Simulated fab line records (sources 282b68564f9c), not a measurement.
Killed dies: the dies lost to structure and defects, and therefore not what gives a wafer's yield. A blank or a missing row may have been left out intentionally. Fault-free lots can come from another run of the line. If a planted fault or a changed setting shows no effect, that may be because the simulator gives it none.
Comparing a struck lot with a sound one | flow ritCmos | 14 steps out of a route of 202
Sound: the wafers L217.1, L217.3, L217.4. Wafers L218.1, L218.2, L218.5 were the ones struck. Last of all comes the cause.
Order at every step that has rows: each side's tool, ch and its chambers, its first start. Under that, the readings that differ: sound wafers | struck wafers | difference of the means | sigmas: that difference in standard deviations of wafers without a fault.
alike: words and numbers the same on both sides, and readings whose means are apart by under 2 such deviations; not compared: readings that were withheld, readings missing a value for some wafer, numbers with overlapping values and no deviation given by the record, and bounds like >300 which may hide the same value.
The two part at a step that has a row with sigmas, a row that says differs or no value, or rows on one side only. Numbers that don't overlap but have no deviation are shown without sigmas and don't part them. Lack of a reading on every wafer of one side parts them only where that side has two or more wafers.

first, 1 step without rows for these wafers: RIT_NRETRO_IMPLANT_08.
RIT_NRETRO_STRIP_09: strips in O2, time 180 s.
  sound on plasmaAsher-02 ch 0,1, day 3 12:40; struck on plasmaAsher-01 ch 0,1, day 3 16:17
  alike: chamberPressureMTorr, drypumpMotorCurrentA
  not compared: rfHoursCounterH
RIT_NRETRO_TW_MEAS_10:
  sound on filmMetro-02, day 3 12:50; struck on filmMetro-04, day 3 16:28
  alike: NRETRO_TW
then, 6 steps without rows for these wafers: RIT_PRETRO_HMDS_00 (prime time 60 s); RIT_PRETRO_COAT_01 (resist thk 1300 nm); RIT_PRETRO_SOFTBAKE_02 (time 60 s); RIT_PRETRO_EXPOSE_03 (exposes mask M5, target cd 43700 nm); RIT_PRETRO_PEB_04; RIT_PRETRO_DEVELOP_05 (develop time 68 s).
RIT_PRETRO_OVL_MEAS_06:
  sound on overlay-02, day 3 13:55; struck on overlay-02, day 3 17:24
  alike: PRETRO_OVL
then, 2 steps without rows for these wafers: RIT_PRETRO_HARDBAKE_07 (time 120 s); RIT_PRETRO_IMPLANT_08.
RIT_PRETRO_STRIP_09: strips in O2, time 180 s.
  sound on plasmaAsher-01 ch 0,1, day 3 14:20; struck on plasmaAsher-01 ch 0,1, day 3 17:50
  no value came back on the struck wafers for chamberPressureMTorr (mTorr), drypumpMotorCurrentA (A); on the sound wafers chamberPressureMTorr (mTorr) reads 3999 3998 4001
reading                                    | sound | struck         | difference | sigmas
model.NOVOLAK_of_PRETRO_COAT_01.thkNm (nm) | 0 0 0 | 1137 1138 1141 | +1139      | 
  not compared: rfHoursCounterH
RIT_PRETRO_TW_MEAS_10:
  sound on filmMetro-04, day 3 14:31; struck on filmMetro-03, day 3 18:01
  alike: PRETRO_TW

WHERE THEY PART
Only at RIT_PRETRO_STRIP_09, as far as this record shows. Later steps at which nothing parts them and some readings are alike: RIT_PRETRO_TW_MEAS_10.

WHY: whatever the simulator had introduced
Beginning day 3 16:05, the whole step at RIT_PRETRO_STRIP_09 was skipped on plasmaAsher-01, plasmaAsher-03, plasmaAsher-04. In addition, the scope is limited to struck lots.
